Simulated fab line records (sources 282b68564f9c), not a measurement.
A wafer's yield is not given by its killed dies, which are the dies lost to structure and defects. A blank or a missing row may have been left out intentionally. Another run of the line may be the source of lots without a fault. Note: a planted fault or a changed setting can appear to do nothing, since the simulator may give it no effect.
Tool commonality check + flow ritCmos + Sampled: 15 lots, 45 wafers

== WHY IT WAS OPENED ==
3 of 15 lots carry a flag on the reading PSD_RS at RIT_SDANNEAL_RS_MEAS_04. Wafers without a fault read 115.93 ohm/sq, standard deviation 0.29.
Rule: flag the lot when none of its wafers has a number, or when each of its wafers that has one lies beyond 4 standard deviations from that mean. As for the other lots, they are considered sound.

| lot  | measured    | on           | PSD_RS (ohm/sq), wafer by wafer | flag    |
|------|-------------|--------------|---------------------------------|---------|
| L604 | day 3 04:47 | filmMetro-02 | 115.99 116.03 116.40            |         |
| L605 | day 3 11:05 | filmMetro-02 | 115.48 115.91 115.67            |         |
| L606 | day 3 17:03 | filmMetro-03 | 115.86 116.40 116.16            |         |
| L607 | day 3 17:28 | filmMetro-04 | 115.87 116.16 116.15            |         |
| L608 | day 4 06:19 | filmMetro-04 | 115.37 116.08 115.85            |         |
| L609 | day 4 07:12 | filmMetro-02 | 116.06 116.35 116.11            |         |
| L610 | day 4 09:07 | filmMetro-02 | 115.54 116.00 116.09            |         |
| L611 | day 4 12:53 | filmMetro-02 | 116.01 115.75 115.82            |         |
| L612 | day 4 19:32 | filmMetro-02 | 115.94 115.53 115.55            |         |
| L614 | day 5 04:53 | filmMetro-04 | 72.21 72.52 72.37               | FLAGGED |
| L616 | day 5 15:51 | filmMetro-04 | 72.71 72.88 72.47               | FLAGGED |
| L618 | day 6 00:56 | filmMetro-03 | 72.68 73.06 72.58               | FLAGGED |
| L623 | day 7 03:13 | filmMetro-03 | 115.75 115.96 116.34            |         |
| L625 | day 7 12:08 | filmMetro-03 | 115.84 115.82 115.86            |         |
| L627 | day 7 21:46 | filmMetro-03 | 116.57 116.19 116.53            |         |
The numbers of the flagged lots are 72.61 ohm/sq on average: -43.32 ohm/sq against the usual, or -99 or more standard deviations.

== LOT BY LOT: THE TOOL USED ==
The record holds 1 process step before the reading, out of a route of 202 steps. Each cell gives the tool, then ch followed by the chambers the sampled wafers passed through, then the start.
| lot  | flag    | RIT_SDANNEAL_RTA_03            |
|------|---------|--------------------------------|
| L604 |         | rtpAnneal-01 ch 0, day 3 04:43 |
| L605 |         | rtpAnneal-02 ch 0, day 3 11:00 |
| L606 |         | rtpAnneal-01 ch 0, day 3 16:59 |
| L607 |         | rtpAnneal-02 ch 0, day 3 17:24 |
| L608 |         | rtpAnneal-01 ch 0, day 4 06:16 |
| L609 |         | rtpAnneal-02 ch 0, day 4 07:07 |
| L610 |         | rtpAnneal-01 ch 0, day 4 09:03 |
| L611 |         | rtpAnneal-02 ch 0, day 4 12:50 |
| L612 |         | rtpAnneal-01 ch 0, day 4 19:28 |
| L614 | FLAGGED | rtpAnneal-01 ch 0, day 5 04:50 |
| L616 | FLAGGED | rtpAnneal-01 ch 0, day 5 15:47 |
| L618 | FLAGGED | rtpAnneal-01 ch 0, day 6 00:53 |
| L623 |         | rtpAnneal-02 ch 0, day 7 03:09 |
| L625 |         | rtpAnneal-02 ch 0, day 7 12:05 |
| L627 |         | rtpAnneal-02 ch 0, day 7 21:41 |
These steps, and what they do:
- RIT_SDANNEAL_RTA_03: time 5 s.
- RIT_SDANNEAL_RS_MEAS_04: measures by four-point-probe.

== FLAGGED OVER TOTAL, TOOL BY TOOL (the gauges that took the reading come last) ==
| step                    | tool         | lots run | flagged | share of the flagged lots | sound lots run after its first flagged lot |
|-------------------------|--------------|----------|---------|---------------------------|--------------------------------------------|
| RIT_SDANNEAL_RTA_03     | rtpAnneal-01 | 8        | 3       | all                       | 0                                          |
| RIT_SDANNEAL_RTA_03     | rtpAnneal-02 | 7        | 0       | none                      | -                                          |
| RIT_SDANNEAL_RS_MEAS_04 | filmMetro-02 | 6        | 0       | none                      | -                                          |
| RIT_SDANNEAL_RS_MEAS_04 | filmMetro-03 | 5        | 1       | some                      | 3 (L623,L625,L627)                         |
| RIT_SDANNEAL_RS_MEAS_04 | filmMetro-04 | 4        | 2       | some                      | 0                                          |

== WHAT THE TABLE ALLOWS ==
1 row of the table ran every flagged lot: rtpAnneal-01 at RIT_SDANNEAL_RTA_03.
- rtpAnneal-01 at RIT_SDANNEAL_RTA_03 ran 8 lots, 3 of them flagged. Last sound lot L612 at day 4 19:28, first flagged lot L614 at day 5 04:50; a fault beginning in between fits.
What remains is a single tool, rtpAnneal-01 at RIT_SDANNEAL_RTA_03.

== WHAT THE SIMULATOR PUT IN ==
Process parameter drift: rtpAnneal-01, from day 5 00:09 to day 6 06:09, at RIT_SDANNEAL_RTA_03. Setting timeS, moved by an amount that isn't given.
Shown lots that were struck: L614, L616, L618. This agrees with what the rule above found.
